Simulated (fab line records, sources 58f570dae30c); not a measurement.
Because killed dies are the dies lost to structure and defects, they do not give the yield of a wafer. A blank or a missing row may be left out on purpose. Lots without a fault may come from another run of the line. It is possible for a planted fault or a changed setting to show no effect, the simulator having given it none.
The tool behind it: which one?    flow berkeley cmos170    7 lots with 21 wafers sampled at 2 steps, on a route of 331 steps

WHAT THE GAUGES READ, wafer by wafer
UCB170_SDANNEAL_RS_MEAS_04: measurement is done with a four-point probe.
lot   measured      on             PLDD_RS (ohm/sq)
L997  day 7 15:50   film metro-04  1028 1031 1030
L106  day 9 11:40   film metro-02  1029 1031 1030
L104  day 9 12:34   film metro-02  1029 1028 1026
L108  day 10 02:26  film metro-04  1035 1031 1034
L110  day 11 01:29  film metro-02  1035 1035 1038
L113  day 11 11:58  film metro-01  1027 1028 1026
L117  day 13 02:20  film metro-01  1031 1031 1033

EACH LOT AND THE TOOL THAT RAN IT (in order: tool; ch and the chambers of the sampled wafers; start)
lot   UCB170_NSD_CLEAN_11
L997  wet bench-01 ch 1, day 7 14:33
L106  wet bench-04 ch 2, day 9 10:15
L104  wet bench-01 ch 0, day 9 11:10
L108  wet bench-01 ch 2, day 10 01:08
L110  wet bench-01 ch 2, day 10 23:48
L113  wet bench-01 ch 0, day 11 10:35
L117  wet bench-04 ch 0, day 13 00:42
- UCB170_NSD_CLEAN_11: cleans in SPM, time 600 s.

THE ANSWER, worked out from the rows above alone
Rule: the usual values come from the lots themselves. Put in order of their means at a reading, lots are off if they are a third of the lots or fewer, leave a main group of 4 or more, and stand apart from it by a gap of 3 or more times the standard deviation of the main group's means; of several such gaps the widest counts. A main group is skipped when, at the precision printed for the reading in the tables above, its means are all equal. A lot without any number at a reading at which 4 lots or more have one is off too. The other lots that the step has rows for count as sound.
No lot is off at any reading shown: from this, nothing can be told.

WHAT THE SIMULATOR HAD INSERTED
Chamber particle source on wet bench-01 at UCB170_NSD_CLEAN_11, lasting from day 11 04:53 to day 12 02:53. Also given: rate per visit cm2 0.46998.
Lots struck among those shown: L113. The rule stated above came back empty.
